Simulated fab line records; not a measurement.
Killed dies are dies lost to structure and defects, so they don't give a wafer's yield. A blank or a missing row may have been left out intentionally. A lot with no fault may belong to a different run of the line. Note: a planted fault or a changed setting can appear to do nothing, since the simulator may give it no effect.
What tool caused it? :: flow rit_cmos :: 45 wafers from 15 lots sampled at 2 of the route's 202 steps

== WHAT EACH GAUGE READ, for each wafer ==
RIT_PRETRO_TW_MEAS_10. Usual: PRETRO_TW 475, standard deviation 4.5.
lot: L708
measured: day 2 08:00
on: film_metro-02
PRETRO_TW: 470 472 473
flag: 

lot: L709
measured: day 2 12:01
on: film_metro-02
PRETRO_TW: 471 474 474
flag: 

lot: L710
measured: day 2 17:19
on: film_metro-04
PRETRO_TW: 450 447 451
flag: OFF

lot: L711
measured: day 3 00:04
on: film_metro-03
PRETRO_TW: 471 470 471
flag: 

lot: L712
measured: day 3 05:23
on: film_metro-04
PRETRO_TW: 482 482 478
flag: 

lot: L713
measured: day 3 09:52
on: film_metro-02
PRETRO_TW: 439 440 440
flag: OFF

lot: L714
measured: day 3 15:40
on: film_metro-04
PRETRO_TW: 448 448 449
flag: OFF

lot: L721
measured: day 5 00:37
on: film_metro-02
PRETRO_TW: 474 469 470
flag: 

lot: L722
measured: day 5 05:29
on: film_metro-04
PRETRO_TW: 475 473 473
flag: 

lot: L723
measured: day 5 12:29
on: film_metro-02
PRETRO_TW: 472 475 475
flag: 

lot: L724
measured: day 5 17:38
on: film_metro-02
PRETRO_TW: 471 471 471
flag: 

lot: L727
measured: day 6 06:19
on: film_metro-04
PRETRO_TW: 475 478 475
flag: 

lot: L728
measured: day 6 12:05
on: film_metro-04
PRETRO_TW: 475 478 476
flag: 

lot: L729
measured: day 6 16:52
on: film_metro-02
PRETRO_TW: 473 474 474
flag: 

lot: L730
measured: day 6 21:00
on: film_metro-03
PRETRO_TW: 471 470 474
flag: 

== TOOL THAT RAN EACH LOT (tool first, then ch and the chambers of the sampled wafers, then the start) ==
lot: L708
RIT_PRETRO_IMPLANT_08: implanter-03 ch 0, day 2 07:43

lot: L709
RIT_PRETRO_IMPLANT_08: implanter-03 ch 0, day 2 11:42

lot: L710
RIT_PRETRO_IMPLANT_08: implanter-03 ch 0, day 2 17:01

lot: L711
RIT_PRETRO_IMPLANT_08: implanter-04 ch 0, day 2 23:46

lot: L712
RIT_PRETRO_IMPLANT_08: implanter-02 ch 0, day 3 05:04

lot: L713
RIT_PRETRO_IMPLANT_08: implanter-03 ch 0, day 3 09:33

lot: L714
RIT_PRETRO_IMPLANT_08: implanter-03 ch 0, day 3 15:22

lot: L721
RIT_PRETRO_IMPLANT_08: implanter-02 ch 0, day 5 00:18

lot: L722
RIT_PRETRO_IMPLANT_08: implanter-02 ch 0, day 5 05:11

lot: L723
RIT_PRETRO_IMPLANT_08: implanter-02 ch 0, day 5 12:10

lot: L724
RIT_PRETRO_IMPLANT_08: implanter-02 ch 0, day 5 17:19

lot: L727
RIT_PRETRO_IMPLANT_08: implanter-04 ch 0, day 6 05:59

lot: L728
RIT_PRETRO_IMPLANT_08: implanter-03 ch 0, day 6 11:45

lot: L729
RIT_PRETRO_IMPLANT_08: implanter-02 ch 0, day 6 16:35

lot: L730
RIT_PRETRO_IMPLANT_08: implanter-02 ch 0, day 6 20:43
- RIT_PRETRO_IMPLANT_08

== WHAT THE TOOLS THEMSELVES READ (means of the sampled wafers that have a number; where no wafer has one, the mark that the record gives instead) ==
RIT_PRETRO_IMPLANT_08. Usual: beam_energy_keV 44.997, standard deviation 0.014; tilt_deg 7.002 degrees, standard deviation 0.021.
lot: L708
tool: implanter-03
beam_energy_keV: 45.012
tilt_deg (degrees): 7.013
flag: 

lot: L709
tool: implanter-03
beam_energy_keV: 45.003
tilt_deg (degrees): 7.019
flag: 

lot: L710
tool: implanter-03
beam_energy_keV: 29.252
tilt_deg (degrees): 6.989
flag: OFF

lot: L711
tool: implanter-04
beam_energy_keV: 45.004
tilt_deg (degrees): 7.003
flag: 

lot: L712
tool: implanter-02
beam_energy_keV: 44.995
tilt_deg (degrees): 7.040
flag: 

lot: L713
tool: implanter-03
beam_energy_keV: 29.231
tilt_deg (degrees): 6.974
flag: OFF

lot: L714
tool: implanter-03
beam_energy_keV: 29.247
tilt_deg (degrees): 7.001
flag: OFF

lot: L721
tool: implanter-02
beam_energy_keV: 44.994
tilt_deg (degrees): 7.021
flag: 

lot: L722
tool: implanter-02
beam_energy_keV: 44.986
tilt_deg (degrees): 7.009
flag: 

lot: L723
tool: implanter-02
beam_energy_keV: 44.989
tilt_deg (degrees): 6.990
flag: 

lot: L724
tool: implanter-02
beam_energy_keV: 45.005
tilt_deg (degrees): 6.995
flag: 

lot: L727
tool: implanter-04
beam_energy_keV: 45.001
tilt_deg (degrees): 6.980
flag: 

lot: L728
tool: implanter-03
beam_energy_keV: 45.025
tilt_deg (degrees): 6.975
flag: 

lot: L729
tool: implanter-02
beam_energy_keV: 44.988
tilt_deg (degrees): 7.018
flag: 

lot: L730
tool: implanter-02
beam_energy_keV: 44.986
tilt_deg (degrees): 6.988
flag: 

== THE ANSWER, worked out from the rows above alone ==
Rule: take the mean of a lot's wafers that have a number; if it is more than 3 standard deviations from the usual mean, the lot is off. A lot without any number at a reading at which 4 lots or more have one is off too. The other lots that the step has rows for count as sound. After the gauges, taken in route order, come the tools' own readings; for these a lot's mean is taken, as printed above. The first step at which some lot is off is used, and at that step the reading that is off furthest; a lot without a number counts as furthest.
Off: L710, L713, L714, at RIT_PRETRO_TW_MEAS_10 (PRETRO_TW).
A tool fits if, at a process step before that reading, it ran every lot that is off, and no sound lot after the first of them. Not tried: the gauges at RIT_PRETRO_TW_MEAS_10; whatever is off there is also off at RIT_PRETRO_IMPLANT_08, on other tools, and gauge error can't account for it. Of those tried, none fits.

== WHAT HAD BEEN PUT IN BY THE SIMULATOR ==
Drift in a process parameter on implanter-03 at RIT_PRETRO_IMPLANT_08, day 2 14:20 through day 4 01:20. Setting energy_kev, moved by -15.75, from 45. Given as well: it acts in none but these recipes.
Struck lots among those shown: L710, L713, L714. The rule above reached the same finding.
